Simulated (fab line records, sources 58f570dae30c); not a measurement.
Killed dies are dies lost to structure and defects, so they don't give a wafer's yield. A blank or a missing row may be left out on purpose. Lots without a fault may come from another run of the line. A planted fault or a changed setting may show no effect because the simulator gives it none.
fab line records | flow berkeley_cmos170
record lots=5 wafers=15 last_day=11
route steps=331 shown V1@269 M2@271 V2@292
lots that met no fault: from a run of the same line without faults
start_h: hours from the record's first day to the start of the lot's first wafer shown | wait_h: hours since the lot's step before | " the same as in the row above | L1.1+2: a row that stands for several wafers | - no value, or no start given | * or withheld: withheld | < > ~ a bound
route shown NAME@n: a module of which the file shows steps, and the number in the route of the first | usual: mean/standard deviation of fault-free wafers | same: alike in all rows | chamber/n: place in a boat | sites: the reading at each site | _std_site: their standard deviation | _edge_site: outer sites' mean less inner sites' | radius_mm: how far each site lies from the wafer's centre | mask NAME#n: copy n | behind: the tool/chamber that last shaped the wafer | hold: why the lot was held/for how many hours/how that ended | device: the transistor (n, p or np) that didn't switch | end of line: the same wafers' tests at the end of the route | a step without rows: its recipe alone | killed: dies lost to structure and defects at the first sort, not the wafer's yield | map: a wafer's dies, x killed, . not, _ none there
set.NAME: the setting as run; set.NAME@STEP: as run at that earlier step | model.NAME: the simulator's own value behind a step, which no gauge read
lots at some steps of the route; a table a step, a row a wafer
services: from which hour (start_h, from the record's first day; less than 0 if before it) a tool's chamber was out of use, for how many hours, and why
## steps
# step UCB170_V1_STRIP_15
# recipe chemistry=O2 power_w=400 pressure_mtorr=3500 platen_temp_c=withheld o2_flow_sccm=400 overash_fraction=0.5
# usual drypump_motor_current_A=6.0/0.51 oes_product_au=0.722/0.0044 strip_time_to_endpoint_s=15.33/0.091
# columns lot.wafer tool chamber start_h wait_h drypump_motor_current_A oes_product_au rf_hours_counter_h strip_time_to_endpoint_s
L080.1 plasma_asher-01 0 180.44 0.1 6.2 0.721 50 15.21
L080.5 " 0 " " 6.2 0.724 - 15.37
L080.6 " 1 " " 5.9 0.724 - 15.22
L077.1 plasma_asher-04 0 181.61 0.1 6.1 0.709 40 15.30
L077.3 " 1 " " 6.6 0.726 - 15.42
L077.5 " 0 " " 6.1 0.726 - 15.28
L082.1 plasma_asher-03 0 193.34 0.1 5.1 0.723 46 15.31
L082.5 " 0 " " 5.1 0.717 - 15.27
L082.6 " 1 " " 5.4 0.722 - 15.24
L086.2 plasma_asher-01 1 222.55 0.1 6.0 0.722 55 15.29
L086.3 " 0 " " 6.1 0.725 - 15.43
L086.4 " 1 " " 5.9 0.722 - 15.35
L096.1 plasma_asher-03 1 257.58 0.1 5.4 0.724 53 15.42
L096.2 " 0 " " 5.1 0.716 53 15.38
L096.3 " 1 " " 5.4 0.717 - 15.21
# step UCB170_V1_CD_MEAS_90
# recipe target_cd_nm=700
# usual cd_nm=699.4/1.6
# columns lot.wafer tool chamber start_h wait_h cd_nm
L080.1 cd_sem-01 - 180.54 0.1 701.6
L080.5 " - " " 702.3
L080.6 " - " " 701.2
L077.1 cd_sem-02 - 181.71 0.1 699.2
L077.3 " - " " 699.6
L077.5 " - " " 698.1
L082.1 cd_sem-02 - 193.48 0.1 698.9
L082.5 " - " " 700.4
L082.6 " - " " 700.1
L086.2 cd_sem-02 - 222.67 0.1 701.1
L086.3 " - " " 699.6
L086.4 " - " " 699.9
L096.1 cd_sem-02 - 257.68 0.1 698.8
L096.2 " - " " 698.0
L096.3 " - " " 698.8
# step UCB170_M2_PRE_CLEAN_00
# recipe gas=Ar preclean_etch_time_s=60
# same preclean_etch_time_s=60
# columns lot.wafer tool chamber start_h wait_h
L080.1+5+6 pvd_sputter-02 - 180.66 0.1
L077.1+3+5 pvd_sputter-04 - 181.83 0.1
L082.1+5+6 pvd_sputter-02 - 193.60 0.1
L086.2+3+4 pvd_sputter-02 - 222.77 0.1
L096.1+2+3 pvd_sputter-02 - 257.80 0.1
# step UCB170_M2_SPUTTER_01
# recipe material=Al target_thk_nm=900 time_s=120 power_w=6000 chamber_pressure_pa=0.5
# usual chamber_pressure_pa=0.5000/0.001 throttle_valve_pct=29.9/1.3
# columns lot.wafer tool chamber start_h wait_h chamber_pressure_pa throttle_valve_pct
L080.1 pvd_sputter-02 - 180.72 0.0 0.5012 28.9
L080.5 " - " " 0.5021 28.5
L080.6 " - " " 0.4994 28.0
L077.1 pvd_sputter-04 - 181.90 0.0 0.5008 32.7
L077.3 " - " " 0.5015 31.3
L077.5 " - " " 0.5008 29.8
L082.1 pvd_sputter-02 - 193.67 0.0 0.5010 31.1
L082.5 " - " " 0.4996 28.7
L082.6 " - " " 0.4997 28.8
L086.2 pvd_sputter-02 - 222.83 0.0 0.5001 28.7
L086.3 " - " " 0.4988 30.8
L086.4 " - " " 0.5003 27.5
L096.1 pvd_sputter-02 - 257.86 0.0 0.4998 29.1
L096.2 " - " " 0.5000 27.6
L096.3 " - " " 0.5009 30.8
# step UCB170_M2_RS_MEAS_02
# recipe thk_meas_gauge=four-point-probe reads=Al_of_M2_SPUTTER_01
# usual M2_AL_RS=0.0322/0.00036
# columns lot.wafer tool chamber start_h wait_h M2_AL_RS[ohm/sq]
L080.1 film_metro-04 - 180.81 0.0 0.0321
L080.5 " - " " 0.0325
L080.6 " - " " 0.0327
L077.1 film_metro-04 - 181.98 0.0 0.0331
L077.3 " - " " 0.0332
L077.5 " - " " 0.0329
L082.1 film_metro-04 - 193.75 0.0 0.0324
L082.5 " - " " 0.0323
L082.6 " - " " 0.0321
L086.2 film_metro-03 - 222.94 0.1 0.0322
L086.3 " - " " 0.0322
L086.4 " - " " 0.0322
L096.1 film_metro-04 - 257.95 0.0 0.0316
L096.2 " - " " 0.0322
L096.3 " - " " 0.0319
# step UCB170_M2_THK_MEAS_03
# recipe thk_meas_gauge=xrf reads=Al_of_M2_SPUTTER_01
# usual M2_AL_THK=882/10
# columns lot.wafer tool chamber start_h wait_h M2_AL_THK[nm]
L080.1 film_metro-04 - 180.93 0.1 888
L080.5 " - " " 883
L080.6 " - " " 866
L077.1 film_metro-04 - 182.10 0.1 855
L077.3 " - " " 861
L077.5 " - " " 865
L082.1 film_metro-04 - 193.87 0.1 878
L082.5 " - " " 880
L082.6 " - " " 893
L086.2 film_metro-03 - 223.05 0.1 880
L086.3 " - " " 881
L086.4 " - " " 881
L096.1 film_metro-04 - 258.07 0.1 902
L096.2 " - " " 889
L096.3 " - " " 890
# step UCB170_M2_HMDS_04
# recipe prime_time_s=60 prime_temp_c=100
# usual exhaust_pa=45.1/0.86 resist_line_temp_C=23.01/0.11
# columns lot.wafer tool chamber start_h wait_h exhaust_pa resist_line_temp_C
L080.1 litho_track-02 0 182.17 1.2 45.3 22.97
L080.5 " 0 " " 45.7 23.01
L080.6 " 0 " " 45.5 22.97
L077.1 litho_track-01 0 183.00 0.9 44.7 22.94
L077.3 " 0 " " 45.0 22.99
L077.5 " 0 " " 44.1 22.79
L082.1 litho_track-04 0 193.93 0.1 46.7 22.94
L082.5 " 0 " " 45.2 22.96
L082.6 " 0 " " 45.5 23.20
L086.2 litho_track-02 0 223.12 0.1 45.5 23.03
L086.3 " 0 " " 44.4 23.05
L086.4 " 0 " " 46.0 22.98
L096.1 litho_track-02 0 258.18 0.1 45.1 23.17
L096.2 " 0 " " 44.2 23.14
L096.3 " 0 " " 45.3 23.17
# step UCB170_M2_COAT_05
# recipe resist=KrF spin_rpm=1500 resist_thk_nm=900
# usual exhaust_pa=45.2/0.87 resist_line_temp_C=23.01/0.099
# columns lot.wafer tool chamber start_h wait_h exhaust_pa resist_line_temp_C
L080.1 litho_track-02 0 182.32 0.1 45.4 23.06
L080.5 " 0 " " 47.2 23.18
L080.6 " 0 " " 45.8 23.00
L077.1 litho_track-01 0 183.15 0.1 45.1 23.05
L077.3 " 0 " " 44.0 23.08
L077.5 " 0 " " 44.1 22.89
L082.1 litho_track-04 0 194.08 0.1 45.0 22.87
L082.5 " 0 " " 44.3 22.89
L082.6 " 0 " " 46.0 22.89
L086.2 litho_track-02 0 223.27 0.1 43.3 23.13
L086.3 " 0 " " 43.8 23.00
L086.4 " 0 " " 44.9 23.08
L096.1 litho_track-02 0 258.33 0.1 44.8 22.96
L096.2 " 0 " " 45.3 22.98
L096.3 " 0 " " 45.4 22.92
# step UCB170_M2_SOFTBAKE_06
# recipe resist=KrF temp_c=130 time_s=60
# usual exhaust_pa=45.1/0.93 resist_line_temp_C=23.01/0.099
# columns lot.wafer tool chamber start_h wait_h exhaust_pa resist_line_temp_C
L080.1 litho_track-02 0 182.47 0.1 46.7 23.02
L080.5 " 0 " " 43.9 23.12
L080.6 " 0 " " 44.4 23.15
L077.1 litho_track-01 0 183.30 0.1 44.0 23.01
L077.3 " 0 " " 44.6 22.99
L077.5 " 0 " " 45.3 23.25
L082.1 litho_track-04 0 194.23 0.1 45.4 23.05
L082.5 " 0 " " 46.1 23.01
L082.6 " 0 " " 44.7 22.87
L086.2 litho_track-02 0 223.42 0.1 43.6 22.94
L086.3 " 0 " " 45.5 23.05
L086.4 " 0 " " 44.2 22.99
L096.1 litho_track-02 0 258.48 0.1 45.8 22.99
L096.2 " 0 " " 44.9 22.89
L096.3 " 0 " " 44.8 22.85
# step UCB170_M2_STRIP_07
# recipe chemistry=O2 power_w=400 pressure_mtorr=3500 platen_temp_c=withheld o2_flow_sccm=400 overash_fraction=0.5
# usual drypump_motor_current_A=6.1/0.36 oes_product_au=0.735/0.0046 strip_time_to_endpoint_s=21.98/0.072
# columns lot.wafer tool chamber start_h wait_h drypump_motor_current_A oes_product_au rf_hours_counter_h strip_time_to_endpoint_s
L080.1 plasma_asher-01 1 182.62 0.1 5.9 0.743 51 22.02
L080.5 " 1 " " 5.9 0.733 - 22.00
L080.6 " 0 " " 6.2 0.738 - 22.04
L077.1 plasma_asher-02 1 183.45 0.1 5.5 0.746 8 21.98
L077.3 " 0 " " 6.3 0.737 - 21.98
L077.5 " 0 " " 6.4 0.736 - 21.97
L082.1 plasma_asher-02 0 194.38 0.1 6.4 0.731 10 22.02
L082.5 " 1 " " 5.5 0.735 - 22.01
L082.6 " 0 " " 6.3 0.735 - 22.01
L086.2 plasma_asher-01 0 223.55 0.1 6.2 0.744 56 21.95
L086.3 " 0 " " 6.1 0.726 - 21.96
L086.4 " 1 " " 5.9 0.738 - 22.04
L096.1 plasma_asher-02 1 258.63 0.1 5.5 0.741 18 22.10
L096.2 " 0 " " 6.4 0.738 18 22.10
L096.3 " 0 " " 6.4 0.742 - 22.09
# step UCB170_M2_STRIP_08
# recipe chemistry=DMSO temp_c=80 time_s=600 material=KrF
# columns lot.wafer tool chamber start_h wait_h
L080.1+5+6 wet_bench-03 1 182.72 0.1
L077.1+3+5 wet_bench-03 0 183.55 0.1
L082.1+5+6 wet_bench-03 3 194.48 0.1
L086.2+3+4 wet_bench-01 1 223.65 0.1
L096.1+2+3 wet_bench-02 3 258.88 0.2
# step UCB170_M2_COAT_09
# recipe resist=BARC temp_c=withheld time_s=withheld spin_rpm=3000 resist_thk_nm=withheld
# usual exhaust_pa=45.0/0.83 resist_line_temp_C=*
# columns lot.wafer tool chamber start_h wait_h exhaust_pa resist_line_temp_C
L080.1 litho_track-01 0 183.73 0.8 44.3 *
L080.5 " 0 " " 45.5 *
L080.6 " 0 " " 46.6 *
L077.1 litho_track-04 0 184.43 0.7 45.1 *
L077.3 " 0 " " 46.5 *
L077.5 " 0 " " 45.8 *
L082.1 litho_track-04 0 194.93 0.1 44.4 *
L082.5 " 0 " " 45.5 *
L082.6 " 0 " " 45.3 *
L086.2 litho_track-04 0 224.05 0.0 44.8 *
L086.3 " 0 " " 46.2 *
L086.4 " 0 " " 43.4 *
L096.1 litho_track-04 0 259.32 0.3 46.1 *
L096.2 " 0 " " 43.4 *
L096.3 " 0 " " 45.6 *
# step UCB170_M2_COAT_10
# recipe resist=KrF spin_rpm=1500 resist_thk_nm=900
# usual exhaust_pa=44.9/0.92 resist_line_temp_C=22.99/0.11
# columns lot.wafer tool chamber start_h wait_h exhaust_pa resist_line_temp_C
L080.1 litho_track-01 0 - - 46.6 22.92
L080.5 " 0 " " 45.3 23.01
L080.6 " 0 " " 44.7 22.97
L077.1 litho_track-04 0 - - 45.1 23.06
L077.3 " 0 " " 45.5 23.04
L077.5 " 0 " " 45.0 22.98
L082.1 litho_track-04 0 - - 44.8 23.00
L082.5 " 0 " " 44.3 22.95
L082.6 " 0 " " 42.9 22.88
L086.2 litho_track-04 0 - - 45.7 22.98
L086.3 " 0 " " 45.8 22.89
L086.4 " 0 " " 44.5 22.72
L096.1 litho_track-04 0 - - 43.9 22.91
L096.2 " 0 " " 44.0 22.77
L096.3 " 0 " " 43.4 22.93
# step UCB170_M2_SOFTBAKE_11
# recipe resist=KrF temp_c=130 time_s=60
# usual exhaust_pa=45.0/0.85 resist_line_temp_C=23.01/0.11
# columns lot.wafer tool chamber start_h wait_h exhaust_pa resist_line_temp_C
L080.1 litho_track-01 0 - - 46.8 23.21
L080.5 " 0 " " 46.1 23.34
L080.6 " 0 " " 44.4 23.23
L077.1 litho_track-04 0 - - 45.8 22.93
L077.3 " 0 " " 45.1 22.84
L077.5 " 0 " " 45.4 22.93
L082.1 litho_track-04 0 - - 44.7 23.04
L082.5 " 0 " " 44.9 23.14
L082.6 " 0 " " 43.4 23.00
L086.2 litho_track-04 0 - - 45.6 23.29
L086.3 " 0 " " 45.4 23.29
L086.4 " 0 " " 44.5 23.06
L096.1 litho_track-04 0 - - 45.8 23.01
L096.2 " 0 " " 45.7 23.06
L096.3 " 0 " " 45.3 22.93
# step UCB170_M2_EXPOSE_12
# recipe mask_id=METAL2 target_cd_nm=700 na=0.5 sigma_outer=0.6 source_shape=conventional dose_mj=26
# columns lot.wafer tool chamber start_h wait_h mask
L080.1+5+6 krf_scanner-01 0 184.18 - METAL2#0
L077.1+3+5 krf_scanner-02 0 185.00 - METAL2#0
L082.1+5+6 krf_scanner-01 0 195.41 - METAL2#0
L086.2+3+4 krf_scanner-02 0 224.50 - METAL2#0
L096.1+2+3 krf_scanner-01 0 259.77 - METAL2#0
# step UCB170_M2_PEB_13
# recipe peb_temp_c=130 peb_time_s=withheld resist=KrF
# usual exhaust_pa=45.0/0.87 resist_line_temp_C=22.99/0.11
# columns lot.wafer tool chamber start_h wait_h exhaust_pa resist_line_temp_C
L080.1 litho_track-01 0 184.73 0.5 44.2 23.07
L080.5 " 0 " " 45.3 23.05
L080.6 " 0 " " 45.1 23.18
L077.1 litho_track-04 0 185.15 0.1 45.8 23.04
L077.3 " 0 " " 46.9 23.17
L077.5 " 0 " " 44.2 22.84
L082.1 litho_track-01 0 195.68 0.3 45.1 22.97
L082.5 " 0 " " 45.5 23.04
L082.6 " 0 " " 43.8 22.93
L086.2 litho_track-01 0 224.62 0.1 44.4 22.88
L086.3 " 0 " " 44.2 22.97
L086.4 " 0 " " 43.4 22.87
L096.1 litho_track-01 0 259.88 0.1 45.4 23.15
L096.2 " 0 " " 46.4 23.04
L096.3 " 0 " " 45.0 23.13
# step UCB170_M2_DEVELOP_14
# recipe developer=TMAH develop_time_s=45 resist=KrF dev_temp_c=21
# usual exhaust_pa=45.1/0.8 resist_line_temp_C=22.99/0.089
# columns lot.wafer tool chamber start_h wait_h exhaust_pa resist_line_temp_C
L080.1 litho_track-01 0 - - 44.7 22.91
L080.5 " 0 " " 45.8 22.95
L080.6 " 0 " " 44.6 22.96
L077.1 litho_track-04 0 - - 45.4 22.87
L077.3 " 0 " " 44.5 22.98
L077.5 " 0 " " 44.2 23.17
L082.1 litho_track-01 0 - - 46.1 22.91
L082.5 " 0 " " 44.6 22.96
L082.6 " 0 " " 45.7 22.89
L086.2 litho_track-01 0 - - 45.9 22.85
L086.3 " 0 " " 45.3 23.02
L086.4 " 0 " " 44.6 22.95
L096.1 litho_track-01 0 - - 44.5 22.99
L096.2 " 0 " " 46.3 23.09
L096.3 " 0 " " 44.3 23.07
# step UCB170_M2_CD_MEAS_15
# recipe target_cd_nm=700
# usual cd_nm=700.0/1.2
# columns lot.wafer tool chamber start_h wait_h cd_nm
L080.1 cd_sem-01 - 185.00 - 699.3
L080.5 " - " " 700.6
L080.6 " - " " 700.6
L077.1 cd_sem-02 - 185.50 - 701.4
L077.3 " - " " 701.8
L077.5 " - " " 701.6
L082.1 cd_sem-01 - 195.96 - 699.7
L082.5 " - " " 698.5
L082.6 " - " " 698.1
L086.2 cd_sem-01 - 224.89 - 700.8
L086.3 " - " " 701.0
L086.4 " - " " 700.7
L096.1 cd_sem-01 - 260.16 - 702.5
L096.2 " - " " 701.1
L096.3 " - " " 700.9
# step UCB170_M2_OVL_MEAS_16
# usual M2_OVL=0/5.4
# columns lot.wafer tool chamber start_h wait_h M2_OVL[nm]
L080.1 overlay-01 - 185.12 0.1 -1
L080.5 " - " " -3
L080.6 " - " " 0
L077.1 overlay-02 - 185.62 0.1 -2
L077.3 " - " " 0
L077.5 " - " " -2
L082.1 overlay-01 - 196.08 0.1 8
L082.5 " - " " 4
L082.6 " - " " 3
L086.2 overlay-02 - 225.00 0.1 1
L086.3 " - " " -5
L086.4 " - " " 2
L096.1 overlay-02 - 260.28 0.1 -4
L096.2 " - " " 5
L096.3 " - " " -3
# step UCB170_M2_ETCH_17
# recipe chemistry=N2/H2 target_depth_a=withheld overetch_a=withheld target=BARC time_s=withheld source_w=500 bias_w=100 pressure_mtorr=30 n2_flow_sccm=100 h2_flow_sccm=200
# usual drypump_motor_current_A=5.8/0.42 oes_product_au=1.002/0.022 throttle_valve_pct=13.29/0.21
# columns lot.wafer tool chamber start_h wait_h drypump_motor_current_A oes_product_au throttle_valve_pct
L080.1 rie_diel-03 3 185.16 0.0 5.8 1.027 13.13
L080.5 " 2 " " 6.4 0.990 13.14
L080.6 " 3 " " 5.7 1.030 13.11
L077.1 rie_diel-01 0 185.66 0.0 6.0 1.010 13.10
L077.3 " 2 " " 6.0 0.971 13.61
L077.5 " 3 " " 5.4 1.032 13.20
L082.1 rie_diel-04 2 196.11 0.0 5.4 1.006 13.30
L082.5 " 0 " " 5.8 0.987 13.39
L082.6 " 1 " " 5.8 1.013 13.58
L086.2 rie_diel-04 0 225.03 0.0 5.8 0.999 13.39
L086.3 " 3 " " 6.2 0.987 13.23
L086.4 " 1 " " 5.8 1.019 13.57
L096.1 rie_diel-01 3 260.31 0.0 5.4 1.036 13.20
L096.2 " 0 " " 6.0 1.009 13.14
L096.3 " 2 " " 6.0 0.984 13.62
# step UCB170_M2_METAL_ETCH_18
# recipe chemistry=Cl2/BCl3 target=Al stop_on=SiO2 pressure_mtorr=12 target_depth_a=11700 over_etch_frac=0.3 time_s=195 icp_w=600 bias_w=120 Cl2_flow_sccm=90 bcl3_flow_sccm=45
# usual drypump_motor_current_A=5.6/0.37 oes_product_au=0.857/0.019 throttle_valve_pct=24.48/0.16
# columns lot.wafer tool chamber start_h wait_h drypump_motor_current_A oes_product_au rf_hours_counter_h throttle_valve_pct
L080.1 rie_metal-03 1 185.20 - 5.6 0.858 12 24.35
L080.5 " 0 " " 6.2 0.827 - 24.75
L080.6 " 1 " " 5.5 0.845 - 24.37
L077.1 rie_metal-04 0 185.70 - 5.4 0.875 6 24.54
L077.3 " 0 " " 5.4 0.871 - 24.55
L077.5 " 1 " " 5.1 0.839 - 24.38
L082.1 rie_metal-02 1 196.15 - 5.9 0.871 3 24.21
L082.5 " 0 " " 5.6 0.858 - 24.52
L082.6 " 1 " " 5.9 0.879 - 24.20
L086.2 rie_metal-03 0 225.07 - 6.2 0.832 12 24.75
L086.3 " 0 " " 6.2 0.835 - 24.75
L086.4 " 1 " " 5.5 0.856 - 24.36
L096.1 rie_metal-04 0 260.35 - 5.4 0.892 8 24.54
L096.2 " 1 " " 5.1 0.849 9 24.41
L096.3 " 0 " " 5.5 0.898 - 24.53
# step UCB170_M2_STRIP_19
# recipe chemistry=O2 power_w=400 pressure_mtorr=3500 platen_temp_c=withheld o2_flow_sccm=400 overash_fraction=0.5
# usual drypump_motor_current_A=6.1/0.32 oes_product_au=0.543/0.0082
# columns lot.wafer tool chamber start_h wait_h drypump_motor_current_A oes_product_au rf_hours_counter_h
L080.1 plasma_asher-01 0 185.39 0.1 6.2 0.554 51
L080.5 " 0 " " 6.2 0.535 -
L080.6 " 1 " " 5.9 0.563 -
L077.1 plasma_asher-01 1 185.89 0.1 5.9 0.535 51
L077.3 " 1 " " 5.9 0.540 -
L077.5 " 1 " " 5.9 0.558 -
L082.1 plasma_asher-01 1 196.34 0.1 5.9 0.549 53
L082.5 " 1 " " 5.9 0.543 -
L082.6 " 0 " " 6.2 0.542 -
L086.2 plasma_asher-01 0 225.32 0.2 6.2 0.547 56
L086.3 " 0 " " 6.2 0.549 -
L086.4 " 1 " " 5.9 0.542 -
L096.1 plasma_asher-04 1 260.54 0.1 6.6 0.547 49
L096.2 " 0 " " 6.1 0.553 49
L096.3 " 0 " " 6.1 0.538 -
# step UCB170_M2_CD_MEAS_90
# recipe target_cd_nm=700
# usual cd_nm=701.4/2.3
# columns lot.wafer tool chamber start_h wait_h cd_nm
L080.1 cd_sem-01 - 185.55 0.1 701.3
L080.5 " - " " 704.4
L080.6 " - " " 697.9
L077.1 cd_sem-02 - 185.99 0.1 703.4
L077.3 " - " " 703.3
L077.5 " - " " 703.7
L082.1 cd_sem-01 - 196.44 0.1 700.4
L082.5 " - " " 700.4
L082.6 " - " " 702.7
L086.2 cd_sem-01 - 225.44 0.1 703.2
L086.3 " - " " 704.0
L086.4 " - " " 700.9
L096.1 cd_sem-02 - 260.64 0.1 703.8
L096.2 " - " " 700.3
L096.3 " - " " 701.5
# step UCB170_V2_CVD_00
# recipe material=SiO2 target_thk_nm=2000 temp_c=390 precursor=TEOS/O2 time_s=250 rf_w=550 pressure_mtorr=9000
# usual heater_power_w=244/46
# columns lot.wafer tool chamber start_h wait_h heater_power_w
L080.1 pecvd-04 2 185.67 0.1 238
L080.5 " 0 " " 204
L080.6 " 1 " " 253
L077.1 pecvd-02 2 186.11 0.1 260
L077.3 " 1 " " 233
L077.5 " 0 " " 193
L082.1 pecvd-01 2 196.56 0.1 303
L082.5 " 0 " " 185
L082.6 " 1 " " 237
L086.2 pecvd-04 2 225.54 0.1 266
L086.3 " 0 " " 213
L086.4 " 0 " " 279
L096.1 pecvd-04 2 260.76 0.1 287
L096.2 " 0 " " 270
L096.3 " 1 " " 239
# step UCB170_V2_THK_MEAS_01
# recipe reads=SiO2_of_V2_CVD_00
# usual V2_TEOS_THK=2005/25
# columns lot.wafer tool chamber start_h wait_h V2_TEOS_THK[nm]
L080.1 film_metro-04 - 185.82 0.1 1995
L080.5 " - " " 2018
L080.6 " - " " 2025
L077.1 film_metro-03 - 186.26 0.1 1977
L077.3 " - " " 1977
L077.5 " - " " 2029
L082.1 film_metro-04 - 196.72 0.1 1978
L082.5 " - " " 2021
L082.6 " - " " 2040
L086.2 film_metro-04 - 225.70 0.1 2012
L086.3 " - " " 1997
L086.4 " - " " 2000
L096.1 film_metro-04 - 260.92 0.1 1988
L096.2 " - " " 1958
L096.3 " - " " 1983
# step UCB170_V2_CMP_02
# recipe material=SiO2 down_force_psi=6 platen_rpm=60 pad_velocity_m_s=0.75398
# usual edge_zone_pressure_frac=1.000/0.0053 motor_current_A=15.5/1.2 retaining_ring_pressure_frac=1.000/0.0047
# columns lot.wafer tool chamber start_h wait_h edge_zone_pressure_frac motor_current_A retaining_ring_pressure_frac
L080.1 cmp-01 3 185.88 0.1 1.004 14.7 1.004
L080.6 " 3 " " 1.010 14.9 1.004
L080.5 " 0 " " 0.998 14.2 0.997
L077.3 cmp-02 1 186.42 0.1 1.004 15.6 0.995
L077.1 " 2 " " 0.995 15.8 0.999
L077.5 " 0 " " 1.003 16.7 1.001
L082.1 cmp-02 1 196.93 0.2 1.004 15.0 0.998
L082.6 " 2 " " 1.000 15.6 0.998
L082.5 " 3 " " 1.006 16.0 1.001
L086.3 cmp-01 2 225.80 0.1 1.006 13.5 1.003
L086.2 " 3 " " 0.998 14.6 1.000
L086.4 " 0 " " 1.005 14.3 0.997
L096.2 cmp-02 1 261.35 0.4 0.997 15.5 0.996
L096.3 " 2 " " 1.010 15.8 1.004
L096.1 " 3 " " 0.991 14.9 1.006
# step UCB170_V2_BOW_MEAS_03
# recipe mode=bow
# usual V2_BOW=38/7.1
# columns lot.wafer tool chamber start_h wait_h V2_BOW[um]
L080.1 film_metro-04 - 186.18 0.2 54
L080.5 " - " " 31
L080.6 " - " " 38
L077.1 film_metro-01 - 186.62 0.1 37
L077.3 " - " " 36
L077.5 " - " " 47
L082.1 film_metro-03 - 197.08 0.1 27
L082.5 " - " " 37
L082.6 " - " " 23
L086.2 film_metro-01 - 226.07 0.2 34
L086.3 " - " " 37
L086.4 " - " " 35
L096.1 film_metro-04 - 261.60 0.1 43
L096.2 " - " " 47
L096.3 " - " " 43
# step UCB170_V2_THK_MEAS_04
# recipe reads=SiO2_of_V2_CVD_00
# usual V2_POLISHED_THK=999.6/1.1
# columns lot.wafer tool chamber start_h wait_h V2_POLISHED_THK[nm]
L080.1 film_metro-04 - 186.30 0.1 999.8
L080.5 " - " " 1000.6
L080.6 " - " " 998.9
L077.1 film_metro-01 - 186.74 0.1 1001.6
L077.3 " - " " 1000.9
L077.5 " - " " 1000.7
L082.1 film_metro-03 - 197.20 0.1 1000.1
L082.5 " - " " 1000.4
L082.6 " - " " 1000.7
L086.2 film_metro-01 - 226.18 0.1 998.2
L086.3 " - " " 997.7
L086.4 " - " " 999.0
L096.1 film_metro-04 - 261.72 0.1 999.1
L096.2 " - " " 998.9
L096.3 " - " " 998.9
# step UCB170_V2_CLEAN_05
# recipe chemistry=DIW
# columns lot.wafer tool chamber start_h wait_h
L080.1+5+6 wet_bench-03 2 186.37 0.1
L077.1+3+5 wet_bench-03 1 186.80 0.1
L082.1+5+6 wet_bench-02 1 197.26 0.1
L086.2+3+4 wet_bench-04 1 226.24 0.1
L096.1+2+3 wet_bench-03 0 261.78 0.1
# step UCB170_V2_HMDS_06
# recipe prime_time_s=60 prime_temp_c=100
# usual exhaust_pa=44.9/0.9 resist_line_temp_C=23.02/0.097
# columns lot.wafer tool chamber start_h wait_h exhaust_pa resist_line_temp_C
L080.1 litho_track-03 0 186.55 0.0 45.5 22.99
L080.5 " 0 " " 45.1 23.06
L080.6 " 0 " " 46.0 23.03
L077.1 litho_track-02 0 187.08 0.1 45.3 22.83
L077.3 " 0 " " 43.6 22.89
L077.5 " 0 " " 45.5 23.05
L082.1 litho_track-04 0 197.43 0.0 45.1 22.90
L082.5 " 0 " " 43.4 23.03
L082.6 " 0 " " 43.2 22.92
L086.2 litho_track-04 0 226.44 0.0 45.5 23.03
L086.3 " 0 " " 46.5 23.03
L086.4 " 0 " " 45.5 23.08
L096.1 litho_track-03 0 262.44 0.5 43.9 23.06
L096.2 " 0 " " 44.4 23.09
L096.3 " 0 " " 44.2 23.05
# step UCB170_V2_COAT_07
# recipe resist=KrF spin_rpm=1500 resist_thk_nm=900
# usual exhaust_pa=44.8/0.94 resist_line_temp_C=22.99/0.11
# columns lot.wafer tool chamber start_h wait_h exhaust_pa resist_line_temp_C
L080.1 litho_track-03 0 186.70 0.1 46.7 22.91
L080.5 " 0 " " 46.7 23.01
L080.6 " 0 " " 45.7 22.83
L077.1 litho_track-02 0 187.23 0.1 45.0 22.91
L077.3 " 0 " " 44.2 22.97
L077.5 " 0 " " 44.9 22.91
L082.1 litho_track-04 0 197.58 0.1 44.0 23.00
L082.5 " 0 " " 45.4 23.01
L082.6 " 0 " " 45.2 23.05
L086.2 litho_track-04 0 226.59 0.1 45.1 22.99
L086.3 " 0 " " 45.7 22.99
L086.4 " 0 " " 44.5 22.94
L096.1 litho_track-03 0 262.59 0.1 44.5 23.03
L096.2 " 0 " " 43.7 22.90
L096.3 " 0 " " 44.6 23.00
# step UCB170_V2_SOFTBAKE_08
# recipe resist=KrF temp_c=130 time_s=60
# usual exhaust_pa=44.9/0.96 resist_line_temp_C=23.04/0.11
# columns lot.wafer tool chamber start_h wait_h exhaust_pa resist_line_temp_C
L080.1 litho_track-03 0 186.85 0.1 43.8 22.94
L080.5 " 0 " " 46.7 23.03
L080.6 " 0 " " 45.0 22.89
L077.1 litho_track-02 0 187.38 0.1 46.5 23.13
L077.3 " 0 " " 44.8 23.14
L077.5 " 0 " " 45.2 22.94
L082.1 litho_track-04 0 197.73 0.1 44.3 23.01
L082.5 " 0 " " 44.8 22.98
L082.6 " 0 " " 44.1 23.02
L086.2 litho_track-04 0 226.74 0.1 44.6 23.14
L086.3 " 0 " " 43.9 22.99
L086.4 " 0 " " 44.6 23.10
L096.1 litho_track-03 0 262.74 0.1 44.2 23.03
L096.2 " 0 " " 45.2 22.97
L096.3 " 0 " " 43.6 22.96
# step UCB170_V2_EXPOSE_09
# recipe mask_id=VIA2 target_cd_nm=700 na=0.5 sigma_outer=0.6 source_shape=conventional dose_mj=37
# columns lot.wafer tool chamber start_h wait_h mask
L080.1+5+6 krf_scanner-01 0 187.19 0.3 VIA2#0
L077.1+3+5 krf_scanner-01 0 187.53 0.1 VIA2#0
L082.1+5+6 krf_scanner-02 0 198.15 0.4 VIA2#0
L086.2+3+4 krf_scanner-01 0 226.89 0.1 VIA2#0
L096.1+2+3 krf_scanner-02 0 262.89 0.1 VIA2#0
## services
# columns tool chamber start_h hours kind
cmp-01 - 160.07 1.2 repair
rie_diel-01 2 160.63 11.7 repair
pvd_sputter-02 - 164.89 4.5 repair
plasma_asher-03 - 165.06 2.8 pm
cmp-02 - 166.07 1.1 repair
cmp-02 - 175.98 0.3 repair
plasma_asher-03 - 176.56 14.6 pm
rie_diel-04 - 181.17 0.4 repair
krf_scanner-02 - 183.70 0.8 pm
pvd_sputter-02 - 186.86 0.5 repair
krf_scanner-02 - 193.13 2.4 repair
cmp-01 - 197.23 3.8 pm
wet_bench-03 - 205.57 1.4 repair
krf_scanner-02 - 214.13 0.5 repair
plasma_asher-03 - 219.76 1.7 repair
rie_diel-01 3 226.36 2.0 repair
krf_scanner-01 - 229.29 0.8 pm
cmp-02 - 232.00 4.0 pm
pecvd-04 - 234.66 1.1 repair
krf_scanner-01 - 241.00 1.3 pm
pecvd-04 1 241.15 8.3 repair
krf_scanner-02 - 243.32 1.3 pm
plasma_asher-01 - 257.07 2.8 pm
krf_scanner-01 - 262.79 0.8 pm
## key
fault none
